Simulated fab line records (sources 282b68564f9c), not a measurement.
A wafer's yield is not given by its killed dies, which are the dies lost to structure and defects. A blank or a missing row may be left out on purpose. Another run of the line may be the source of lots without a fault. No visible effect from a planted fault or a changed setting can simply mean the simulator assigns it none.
What tool caused it? ; flow rit-cmos ; Sampling: 13 lots, 37 wafers, 4 of 202 route steps

WHAT THE GAUGES SHOWED, per wafer
RIT_NWELL_TW_MEAS_10. Usual: NWELL_TW typically reads 2120, with standard deviation 18.
lot;measured;on;NWELL_TW;flag
L385;day 2 03:58;film-metro-02;2101 2113 2101;
L386;day 2 08:48;film-metro-02;2108 2108 2113;
L389;day 2 22:47;film-metro-02;2103 2106 2104;
L390;day 3 06:07;film-metro-03;2138 2128 2136;
L393;day 3 20:47;film-metro-02;2088 2091 2076;
L394;day 4 00:58;film-metro-01;2119 2136 2127;
L395;day 4 05:42;film-metro-02;2091 2097 2100;
L396;day 4 12:02;film-metro-03;2148 2128 2133;
L397;day 4 15:52;film-metro-03;2144 2146 2142;
L399;day 5 02:25;film-metro-03;2120;
L402;day 5 17:20;film-metro-03;2127 2124 2141;
L404;day 6 02:56;film-metro-03;2127 2140 2126;
L406;day 6 14:48;film-metro-01;2147 2140 2140;

RIT_REOX_THK_MEAS_04. Usual: REOX_OXIDE_THK typically reads 25.2 nm, with standard deviation 0.39.
lot;measured;on;REOX_OXIDE_THK (nm);flag
L385;day 3 01:47;film-metro-02;25.3 25.4 25.4;
L386;day 3 09:02;film-metro-01;24.7 24.9 24.7;
L389;day 4 00:38;film-metro-03;25.3 25.7 25.7;
L390;day 4 03:26;film-metro-03;25.1 25.3 25.1;
L393;day 4 18:11;film-metro-01;26.3 25.8 25.6;
L394;day 4 20:44;film-metro-01;24.7 24.6 24.5;
L395;day 5 03:43;film-metro-01;24.9 25.2 24.7;
L396;day 5 08:42;film-metro-02;25.9 25.2 25.6;
L397;day 5 11:31;film-metro-02;25.2 25.3 25.5;
L399;day 6 01:31;film-metro-01;25.2;
L402;day 6 16:20;film-metro-03;24.9 25.1 25.0;
L404;day 7 02:42;film-metro-03;25.4 25.3 25.1;
L406;day 7 14:16;film-metro-03;25.0 24.8 24.8;

TOOL THAT RAN EACH LOT (tool first, then ch and the chambers of the sampled wafers, then the start)
lot;RIT_PRETRO_STRIP_09;RIT_GATE_ETCH_19
L385;plasma-asher-04 ch 0,1, day 2 14:33;rie-si-01 ch 0,3, day 2 22:04
L386;plasma-asher-04 ch 0,1, day 2 19:36;rie-si-02 ch 0,1, day 3 05:32
L389;plasma-asher-03 ch 0, day 3 14:25;rie-si-01 ch 0,1,3, day 3 21:19
L390;plasma-asher-01 ch 1, day 3 17:31;rie-si-02 ch 1,2, day 4 00:07
L393;plasma-asher-01 ch 0,1, day 4 07:43;rie-si-01 ch 1,2,3, day 4 14:50
L394;plasma-asher-04 ch 0,1, day 4 11:45;rie-si-02 ch 1,2,3, day 4 16:47
L395;plasma-asher-04 ch 0,1, day 4 15:53;rie-si-01 ch 0,1,3, day 4 23:53
L396;plasma-asher-01 ch 0,1, day 4 22:31;rie-si-02 ch 0,1, day 5 05:22
L397;plasma-asher-04 ch 0,1, day 5 02:39;rie-si-01 ch 1,2, day 5 07:53
L399;plasma-asher-04 ch 0, day 5 12:20;rie-si-01 ch 2, day 5 20:33
L402;plasma-asher-04 ch 0,1, day 6 04:14;rie-si-02 ch 0,1,3, day 6 12:58
L404;plasma-asher-03 ch 0,1, day 6 13:49;rie-si-02 ch 0,1,3, day 6 21:32
L406;plasma-asher-04 ch 0,1, day 7 02:40;rie-si-02 ch 0,2, day 7 10:55
- RIT_PRETRO_STRIP_09: strips in O2, time 180 s.
- RIT_GATE_ETCH_19: etches poly-Si in SF6/CHF3/O2, stops on SiO2, time 165 s, target depth 312.5 nm.

AS READ BY THE TOOLS THEMSELVES (means over the sampled wafers that have a number; for cases with no such wafer, the mark the record gives instead)
RIT_PRETRO_STRIP_09. Usual: drypump-motor-current-A reads 5.67 A (standard deviation 0.28).
lot;tool;drypump-motor-current-A (A);flag
L385;plasma-asher-04;5.62;
L386;plasma-asher-04;5.71;
L389;plasma-asher-03;5.54;
L390;plasma-asher-01;5.53;
L393;plasma-asher-01;6.00;
L394;plasma-asher-04;5.68;
L395;plasma-asher-04;5.67;
L396;plasma-asher-01;5.76;
L397;plasma-asher-04;5.62;
L399;plasma-asher-04;5.54;
L402;plasma-asher-04;5.64;
L404;plasma-asher-03;5.27;
L406;plasma-asher-04;5.69;

RIT_GATE_ETCH_19. Usual: SF6_flow_sccm 30.00 sccm, standard deviation 0.1; drypump-motor-current-A 5.8 A, standard deviation 0.37; oes-product-au 0.838 a.u., standard deviation 0.014; throttle-valve-pct 10.24 %, standard deviation 0.15.
lot;tool;SF6_flow_sccm (sccm);drypump-motor-current-A (A);oes-product-au (a.u.);throttle-valve-pct (%);flag
L385;rie-si-01;29.99;5.6;0.831;10.33;
L386;rie-si-02;30.17;5.6;0.840;10.14;
L389;rie-si-01;29.98;5.8;0.830;10.23;
L390;rie-si-02;30.04;5.6;0.842;10.13;
L393;rie-si-01;30.05;6.1;0.824;10.13;
L394;rie-si-02;30.07;5.5;0.846;10.21;
L395;rie-si-01;29.94;5.8;0.827;10.22;
L396;rie-si-02;29.99;5.7;0.841;10.27;
L397;rie-si-01;29.90;6.4;0.833;10.16;
L399;rie-si-01;29.99;6.4;0.815;10.16;
L402;rie-si-02;29.98;5.6;0.842;10.21;
L404;rie-si-02;30.07;5.6;0.848;10.21;
L406;rie-si-02;30.05;5.7;0.842;10.37;

THE ANSWER, worked out from the rows above alone
Rule: lot off if the mean of its wafers having a number is beyond 3 standard deviations from the usual mean. A lot without any number at a reading at which 4 lots or more have one is off too. The other lots that the step has rows for count as sound. The gauges are gone through in route order, then the tools' own readings, and for those a lot's mean is taken as printed above. At the first step where some lot is off, the reading lying furthest off is the one used; lots without a number count as furthest.
None of the lots is off at any reading shown; this tells nothing.

WHAT THE SIMULATOR PUT IN
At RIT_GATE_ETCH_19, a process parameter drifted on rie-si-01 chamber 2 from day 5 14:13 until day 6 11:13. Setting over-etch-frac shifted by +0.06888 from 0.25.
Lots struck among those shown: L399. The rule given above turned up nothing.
